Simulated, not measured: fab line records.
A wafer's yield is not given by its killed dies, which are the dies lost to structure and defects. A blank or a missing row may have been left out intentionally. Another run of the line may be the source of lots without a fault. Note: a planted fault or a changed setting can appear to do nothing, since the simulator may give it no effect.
What tool caused it? ; flow berkeley cmos170 ; Sampling: 13 lots, 39 wafers, 2 of 331 route steps

== WHAT THE GAUGES READ, wafer by wafer ==
UCB170_CONTACT_OVL_MEAS_16.
lot;measured;on;CONTACT_OVL (nm)
L328;day 7 08:20;overlay-02;14 3 8
L330;day 7 18:27;overlay-01;11 10 5
L331;day 8 03:25;overlay-01;-6 0 1
L332;day 8 03:29;overlay-02;6 8 -3
L333;day 8 09:35;overlay-02;-13 1 -14
L334;day 8 22:50;overlay-01;-4 -16 -5
L337;day 9 01:23;overlay-02;0 8 1
L336;day 9 01:49;overlay-01;-4 -5 1
L340;day 9 22:16;overlay-02;10 9 4
L342;day 10 01:09;overlay-01;-13 -8 -14
L343;day 10 10:32;overlay-01;3 3 2
L345;day 10 16:23;overlay-01;-6 -3 -4
L347;day 11 11:50;overlay-02;-5 -8 -7

UCB170_M1_CD_MEAS_90: target cd 700 nm.
lot;measured;on;cd nm (nm)
L328;day 7 11:34;cd sem-02;699.9 701.6 701.4
L330;day 7 20:57;cd sem-02;700.5 698.8 694.6
L331;day 8 06:05;cd sem-01;700.1 701.0 699.1
L332;day 8 06:23;cd sem-02;698.3 697.7 698.7
L333;day 8 11:53;cd sem-02;696.5 698.6 702.4
L334;day 9 00:59;cd sem-02;694.1 698.3 703.3
L337;day 9 03:38;cd sem-01;701.4 698.4 699.2
L336;day 9 04:10;cd sem-01;700.0 701.5 700.1
L340;day 10 02:58;cd sem-02;702.2 705.1 700.1
L342;day 10 04:11;cd sem-02;696.9 699.4 697.5
L343;day 10 13:08;cd sem-01;702.7 694.7 695.0
L345;day 10 20:16;cd sem-01;696.2 697.5 700.2
L347;day 11 14:58;cd sem-01;699.1 701.2 701.2

== WHICH TOOL RAN EACH LOT (tool, then ch and the chambers of the sampled wafers, then the start) ==
There is no process step in the record ahead of these readings.

== AS READ BY THE TOOLS THEMSELVES (means over the sampled wafers that have a number; for cases with no such wafer, the mark the record gives instead) ==
The record holds no such reading with a usual standard deviation.

== THE ANSWER, worked out from the rows above alone ==
Rule: usual is defined by the lots themselves. Put in order of their means at a reading, lots are off if they are a third of the lots or fewer, leave a main group of 4 or more, and stand apart from it by a gap of 3 or more times the standard deviation of the main group's means; of several such gaps the widest counts. A main group whose means are all the same, to the digits that the tables above print for the reading, isn't used. Also off: a lot with no number at a reading for which 4 or more lots have one. Any other lot the step has rows for is counted as sound. First the gauges in route order, then the tools' own readings, where a lot's mean is used as printed above. At the first step where some lot is off, the reading lying furthest off is the one used; lots without a number count as furthest.
Across all readings shown, no lot is off: no conclusion can be drawn from this.

== WHAT WAS PUT IN BY THE SIMULATOR ==
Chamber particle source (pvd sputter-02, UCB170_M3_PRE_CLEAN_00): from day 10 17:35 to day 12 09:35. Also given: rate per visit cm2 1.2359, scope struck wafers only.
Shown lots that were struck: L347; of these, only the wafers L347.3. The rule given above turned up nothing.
